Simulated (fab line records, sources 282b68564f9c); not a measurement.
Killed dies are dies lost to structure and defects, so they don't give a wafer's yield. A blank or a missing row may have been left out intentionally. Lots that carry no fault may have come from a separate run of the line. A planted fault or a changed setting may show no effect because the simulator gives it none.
Problem report in the 8D (eight disciplines) form, filled by code | flow rit cmos | the parts of the form that need people (team, actions taken, sign-off) are left out

== 1. WHAT WENT WRONG ==
Mean of run length s at RIT_M1_METAL_ETCH_12: 182.30 s across 2 wafers in 2 lots; on wafers with no fault it is 193.30 s (standard deviation 0.27). That puts it -41 standard deviations away from the usual mean.
The step: etches Al in Cl2/BCl3, stops on SiO2, time 165 s, target depth 600 nm.
The first sign was on wafer L598.1 at day 6 06:28, on rie metal-01. The record holds 42 wafers of 14 lots with a number at this step. By rule, "out" or "out of limits" means more than 4 standard deviations away from the usual mean. The other wafers with a number count as sound.

== 2. WHAT THIS IS AND IS NOT ==
question                    | is                           | is not
which readings at this step | run length s, oes product au | drypump motor current A, throttle valve pct
which lots                  | L598, L601                   | L585, L586, L589, L590, L591, L592, L593, L594, L595, L604, L605, L607
which wafers of those lots  | L598.1, L601.4               | L598.3, L598.5, L601.1, L601.3
read on which tools         | rie metal-01                 | rie metal-02, rie metal-03
when                        | from day 6 06:28             | up to then (29 sound wafers); but 11 sound wafers of L601, L604, L605, L607 came after

== 3. SUSPECTS, AND WHAT RULES EACH OUT ==
Counting: if a tool at a process step up to the reading ran every lot that is out, it stays a suspect. Sound lots after the first of them don't rule it out here, since some wafers of a struck lot are sound.
- rie metal-01 at RIT_M1_METAL_ETCH_12 (etches Al in Cl2/BCl3, stops on SiO2, time 165 s, target depth 600 nm): kept. Every lot that is out went through it, the first being L598 (day 6 06:28); the last sound lot it ran before that was L595 (day 5 15:42). On those wafers its own readings are out: oes product au, run length s.
- The sound lot-mates ran in chamber 0 of rie metal-01 at RIT_M1_METAL_ETCH_12, but the wafers that are out ran in chamber 1.
Remaining after the count: rie metal-01 at RIT_M1_METAL_ETCH_12.

== 4. THE CAUSE (what the simulator had put in) ==
rie metal-01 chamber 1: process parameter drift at RIT_M1_METAL_ETCH_12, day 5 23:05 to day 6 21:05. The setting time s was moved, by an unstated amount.
The count eliminated every tool but this one.

== 5. SEQUENCE OF EFFECTS, ordered by route ==
One row per reading whose mean, taken over the struck wafers that have a number, lies over 3 standard deviations from the usual. Only readings whose record carries a usual standard deviation are examined. hours: median over the lots of the time between each lot's start at the first step of this table that gives one and its start at this step. sigmas: the change, counted in usual standard deviations.
hours | step                 | reading        | usual      | on struck wafers | change | sigmas
0     | RIT_M1_METAL_ETCH_12 | oes product au | 0.777 a.u. | 0.857            | +0.080 | +5.7
0     | RIT_M1_METAL_ETCH_12 | run length s   | 193.30 s   | 182.30           | -11.00 | -41
The process steps in it:
- RIT_M1_METAL_ETCH_12: etches Al in Cl2/BCl3, stops on SiO2, time 165 s, target depth 600 nm.

== 6. HOW IT WOULD HAVE BEEN CAUGHT EARLIER ==
The fault began at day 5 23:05; the first out-of-limits reading in this record came at day 6 06:28, 7 hours later.
